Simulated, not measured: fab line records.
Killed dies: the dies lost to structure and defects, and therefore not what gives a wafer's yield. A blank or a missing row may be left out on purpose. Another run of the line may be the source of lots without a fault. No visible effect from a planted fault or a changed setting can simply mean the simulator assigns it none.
What tool caused it? -- flow rit cmos -- Sampling: 15 lots, 44 wafers, 2 of 202 route steps

== WHAT EACH GAUGE READ, for each wafer ==
Not one reading of a measure or inspect step in the record can be checked against a usual standard deviation.

== EACH LOT AND THE TOOL THAT RAN IT (in order: tool; ch and the chambers of the sampled wafers; start) ==
lot,RIT_M1_HARDBAKE_11,RIT_M1_PROBE_99
L706,"litho track-01 ch 0, day 3 17:47","prober-01, day 3 20:31"
L707,"litho track-04 ch 0, day 3 21:34","prober-02, day 4 00:05"
L708,"litho track-01 ch 0, day 4 04:27","prober-01, day 4 06:57"
L709,"litho track-02 ch 0, day 4 07:56","prober-02, day 4 11:43"
L710,"litho track-02 ch 0, day 4 11:31","prober-01, day 4 14:02"
L711,"litho track-04 ch 0, day 4 18:04","prober-02, day 4 20:35"
L715,"litho track-02 ch 0, day 5 14:16","prober-02, day 5 16:51"
L716,"litho track-01 ch 0, day 5 17:48","prober-01, day 5 20:18"
L718,"litho track-02 ch 0, day 6 05:08","prober-01, day 6 07:49"
L719,"litho track-02 ch 0, day 6 09:13","prober-02, day 6 11:43"
L720,"litho track-02 ch 0, day 6 15:11","prober-01, day 6 18:25"
L721,"litho track-01 ch 0, day 6 19:56","prober-02, day 6 23:20"
L722,"litho track-02 ch 0, day 7 00:43","prober-01, day 7 03:14"
L723,"litho track-02 ch 0, day 7 06:53","prober-02, day 7 09:24"
L724,"litho track-04 ch 0, day 7 11:50","prober-01, day 7 14:26"
- RIT_M1_HARDBAKE_11: time 120 s.
- RIT_M1_PROBE_99

== AS READ BY THE TOOLS THEMSELVES (means over the sampled wafers that have a number; for cases with no such wafer, the mark the record gives instead) ==
RIT_M1_HARDBAKE_11.
lot,tool,chill plate temp C (C),heater power total W (W),plate temp C (C)
L706,litho track-01,22.91,52.07,140.12
L707,litho track-04,22.91,51.98,139.95
L708,litho track-01,22.98,51.99,140.08
L709,litho track-02,22.84,52.02,140.18
L710,litho track-02,23.07,52.03,140.08
L711,litho track-04,22.91,52.01,140.22
L715,litho track-02,23.05,52.08,139.93
L716,litho track-01,23.12,52.07,139.90
L718,litho track-02,23.13,52.05,140.09
L719,litho track-02,23.03,52.00,139.92
L720,litho track-02,22.88,51.45,139.03
L721,litho track-01,22.97,51.99,139.83
L722,litho track-02,23.05,51.44,138.68
L723,litho track-02,23.01,51.44,138.79
L724,litho track-04,23.14,52.06,139.97

RIT_M1_PROBE_99.
lot,tool,defect limited yield (%),killed_at_M0_to_M3,killed at contacts,killed at front end,killed dies,killed open,killed short,sort_bin_3_pad_short (%),sort_bin_5_function (%),sort_bin_6_memory (%),sort n pass,sort yield pct (%)
L706,prober-01,98.1,0.0,0.0,5.0,5.0,2.0,3.0,0.0,1.0,0.9,259.0,98.1
L707,prober-02,96.2,0.0,0.0,10.0,10.0,3.7,6.3,0.4,2.0,1.4,254.0,96.2
L708,prober-01,97.4,0.3,0.0,6.7,7.0,4.0,3.0,0.1,1.0,1.5,257.0,97.4
L709,prober-02,97.0,0.0,0.0,8.0,8.0,4.7,3.3,0.3,1.8,1.0,256.0,97.0
L710,prober-01,98.4,0.0,0.0,4.3,4.3,1.7,2.7,0.1,1.0,0.5,259.7,98.4
L711,prober-02,99.0,0.0,0.0,2.7,2.7,2.3,0.3,0.0,0.7,0.4,261.3,99.0
L715,prober-02,97.8,0.0,0.0,5.7,5.7,2.0,3.7,0.1,1.4,0.6,258.3,97.8
L716,prober-01,97.6,0.0,0.3,6.0,6.3,3.3,3.0,0.1,1.5,0.8,257.7,97.6
L718,prober-01,97.5,0.0,0.0,6.7,6.7,3.7,3.0,0.0,1.5,1.0,257.3,97.5
L719,prober-02,99.1,0.0,0.0,2.3,2.3,1.0,1.3,0.0,0.5,0.4,261.7,99.1
L720,prober-01,97.9,0.0,0.0,5.5,5.5,2.0,3.5,0.4,1.1,0.6,258.5,97.9
L721,prober-02,96.9,0.0,0.0,8.0,8.0,2.0,6.0,0.3,1.5,1.2,256.0,96.9
L722,prober-01,98.2,0.0,0.0,4.7,4.7,2.0,2.7,0.3,0.9,0.6,259.3,98.2
L723,prober-02,97.1,0.0,0.0,7.7,7.7,5.0,2.7,0.0,1.4,1.5,256.3,97.1
L724,prober-01,98.5,0.0,0.0,4.0,4.0,2.7,1.3,0.1,0.6,0.8,260.0,98.5

== THE ANSWER, worked out from the rows above alone ==
Rule: what is usual is taken from the lots themselves. Put in order of their means at a reading, lots are off if they are a third of the lots or fewer, leave a main group of 4 or more, and stand apart from it by a gap of 3 or more times the standard deviation of the main group's means; of several such gaps the widest counts. Not used: any main group whose means are identical at the precision the tables above print for the reading. A lot without any number at a reading at which 4 lots or more have one is off too. All remaining lots with rows at the step are treated as sound. First the gauges in route order, then the tools' own readings, where a lot's mean is used as printed above. The first step at which some lot is off is used, and at that step the reading that is off furthest; a lot without a number counts as furthest.
Off at RIT_M1_HARDBAKE_11 (heater power total W): L720, L722, L723. The main group has a mean of 52.03 W with a standard deviation of 0.034.
If a tool, at that step or one of the process steps before it, ran each lot that is off and ran no sound lot following the first of them, it fits. One fits: litho track-02 at RIT_M1_HARDBAKE_11. Its last sound lot is L719 (day 6 09:13), its first lot that is off L720 (day 6 15:11): a fault that began between those two fits.
The tool's own readings at RIT_M1_HARDBAKE_11 bear it out: on the lots that are off they differ by more than 5 times the standard deviation of the sound lots' means. heater power total W reads 51.44 W there against 52.03 W on the sound lots; plate temp C reads 138.83 C there against 140.02 C on the sound lots.

== WHAT WAS PUT IN BY THE SIMULATOR ==
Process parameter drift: litho track-02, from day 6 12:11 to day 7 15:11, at RIT_M1_HARDBAKE_11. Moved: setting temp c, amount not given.
Lots struck among those shown: L720, L722, L723. This agrees with what the rule above found.
